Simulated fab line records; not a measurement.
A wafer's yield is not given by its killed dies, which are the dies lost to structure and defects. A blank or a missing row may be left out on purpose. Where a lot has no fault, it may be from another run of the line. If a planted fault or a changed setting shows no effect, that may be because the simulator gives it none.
One fault through the eyes of 2 desks :: flow berkeley_cmos170 :: only its own numbers are on each desk; what lay behind them is given at the end

THE TOOL OWNER'S DESK: litho_track-03
Per lot that ran on this tool, the mean of the sampled wafers carrying a number, from the tool's own readings at UCB170_PSD_SOFTBAKE_02 (time 60 s). A lot is out of limits, marked OUT, if its mean lies more than 4 standard deviations from the usual mean; the brackets give that distance.
Columns: A = run_length_s at UCB170_PSD_SOFTBAKE_02, usual 89.03 s
lot: L172
first seen here: day 7 00:55
A: 88.92

lot: L176
first seen here: day 7 12:01
A: 88.90

lot: L179
first seen here: day 8 06:31
A: 92.00 (+19) OUT

lot: L183
first seen here: day 9 05:14
A: 92.09 (+19) OUT
Finding of this desk: L179, L183 out of limits; the first was L179 at day 8 06:31, on run_length_s at UCB170_PSD_SOFTBAKE_02. Within limits: L172, L176.

FROM THE METROLOGY DESK
What the gauges read, lot by lot, whatever tool the lot ran on: means of the sampled wafers that have a number. A lot is out of limits, marked OUT, if its mean lies more than 4 standard deviations from the usual mean; the brackets give that distance.
Columns: A = NLDD_OVL at UCB170_NLDD_OVL_MEAS_07, usual 3 nm; B = M1_OVL at UCB170_M1_OVL_MEAS_10, usual 2 nm
lot: L173
first seen here: day 6 17:23
A: -1
B: 14

lot: L172
first seen here: day 6 17:38
A: 7
B: 5

lot: L176
first seen here: day 7 08:07
A: 8
B: 9

lot: L177
first seen here: day 7 09:08
A: 6
B: -1

lot: L179
first seen here: day 8 01:49
A: -4
B: -2

lot: L183
first seen here: day 9 01:38
A: 3
B: 7

lot: L187
first seen here: day 9 18:13
A: -5
B: -6

lot: L186
first seen here: day 9 18:23
A: -3
B: -1

lot: L190
first seen here: day 10 00:44
A: 9
B: -2

lot: L191
first seen here: day 10 01:22
A: 13
B: 3

lot: L192
first seen here: day 10 20:50
A: 15
B: 4

lot: L194
first seen here: day 11 06:41
A: 2
B: -6

lot: L193
first seen here: day 11 08:38
A: -3
B: 1

lot: L195
first seen here: day 11 14:20
A: 14
B: 7
This desk's verdict: no lot among the 14 shows anything out of limits.

PUT TOGETHER
The tool owner's desk could have raised an alarm at day 8 06:31, on L179, L183.
Nothing out of limits was seen by the metrology desk.
The metrology desk has L179, L183 on record, within its limits.
On litho_track-03, each named lot ran UCB170_PSD_SOFTBAKE_02.

WHAT HAD BEEN PUT IN BY THE SIMULATOR
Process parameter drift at UCB170_PSD_SOFTBAKE_02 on litho_track-03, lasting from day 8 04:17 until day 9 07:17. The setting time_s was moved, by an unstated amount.
Shown lots that were struck: L179, L183.
Time in hours from fault onset to the first out-of-limits reading at each desk: the tool owner's desk, 2.
